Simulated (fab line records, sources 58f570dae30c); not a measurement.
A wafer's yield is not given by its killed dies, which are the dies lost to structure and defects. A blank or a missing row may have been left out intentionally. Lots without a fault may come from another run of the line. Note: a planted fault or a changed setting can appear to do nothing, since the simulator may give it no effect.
Lot-split experiment ; flow berkeley-cmos170 ; on a route of 331 steps: 5 lots, 23 wafers read

## SPLIT DETAILS
At UCB170_PSD_PEB_04, the setting peb-temp-c was moved away from the recipe's 130 C on 12 of the 23 wafers read, by -2.0% to +1.2%. All remaining wafers had this setting at the recipe value.

## FROM THE SPLIT ON TO THE READING: in between, the file shows 1 step
- UCB170_PSD_DEVELOP_05: develop time 45 s

## THE READING
cd-nm at UCB170_PSD_CD_MEAS_06, given in nm (cd target 1200 nm). Fault-free wafers of this fab line usually give 1200.1 nm, standard deviation 1.5 nm.

wafer;tool, chamber at the split;peb-temp-c as run, C;against the recipe;cd-nm, nm;against lot-mates on the recipe
L074.1;litho-track-03, 0;128.8;-0.9%;1193.0;-8.9
L074.2;litho-track-03, 0;130;recipe;1201.7;-
L074.3;litho-track-03, 0;130;recipe;1202.1;-
L074.5;litho-track-03, 0;128.8;-0.9%;1193.7;-8.2
L074.6;litho-track-03, 0;128.8;-0.9%;1192.6;-9.3
L076.2;litho-track-03, 0;130;recipe;1200.7;-
L076.3;litho-track-03, 0;131.5;+1.2%;1210.9;+10.7
L076.4;litho-track-03, 0;131.5;+1.2%;1210.6;+10.3
L076.5;litho-track-03, 0;130;recipe;1199.8;-
L076.6;litho-track-03, 0;131.5;+1.2%;1210.1;+9.8
L084.1;litho-track-01, 0;130;recipe;1201.7;-
L084.3;litho-track-01, 0;130;recipe;1201.8;-
L084.6;litho-track-01, 0;130;recipe;1201.9;-
L083.1;litho-track-04, 0;127.4;-2.0%;1182.8;-19.5
L083.3;litho-track-04, 0;127.4;-2.0%;1183.0;-19.3
L083.4;litho-track-04, 0;127.4;-2.0%;1181.4;-20.9
L083.5;litho-track-04, 0;130;recipe;1203.2;-
L083.6;litho-track-04, 0;130;recipe;1201.5;-
L085.1;litho-track-01, 0;130;recipe;1201.5;-
L085.2;litho-track-01, 0;131.6;+1.2%;1211.4;+10.9
L085.4;litho-track-01, 0;131.6;+1.2%;1210.4;+9.9
L085.5;litho-track-01, 0;131.6;+1.2%;1210.3;+9.8
L085.6;litho-track-01, 0;130;recipe;1199.6;-

FIT RESULTS
A straight line over all 23 wafers: cd-nm changes by +8.75 nm for each +1% of peb-temp-c; r = +0.99; the points scatter about the line by 1.1 nm.
The same after taking each lot's own level away (the mean of its wafers on the recipe; 23 wafers): +9.37 nm for each +1%; r = +1.00; scatter 0.81 nm.
The reading moves by 19 nm for the largest change in peb-temp-c, on that fit.
Measured against the standard deviation above, the lots' own levels, which go from 1200.25 to 1202.35 nm, span 1.4 times it.
Hence the lot-to-lot level has little effect on the slope; both slopes agree.
Check: -19.1 nm against its lot-mates is what the line predicts for one of the wafers moved furthest among these (-2.0%) when that wafer is left out of the fit. Against them it came out at -19.5 nm.

## OTHER SPLITS APPLIED TO THESE WAFERS
Note: prior to the reading, these wafers also went through further splits. Each is held against what the fit with the lots' levels taken away leaves over:
other split on the same wafers;wafers away from the commonest value;r with cd-nm (lot level and that fit taken away)
UCB170_PLDD_EXPOSE_03 dose-mj;7;-0.09
UCB170_NLDD_IMPLANT_09 energy-kev;9;+0.47

## THE FILE'S OWN FIT
cd-nm changes by +9.39 nm for each +1% of peb-temp-c, r = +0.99.
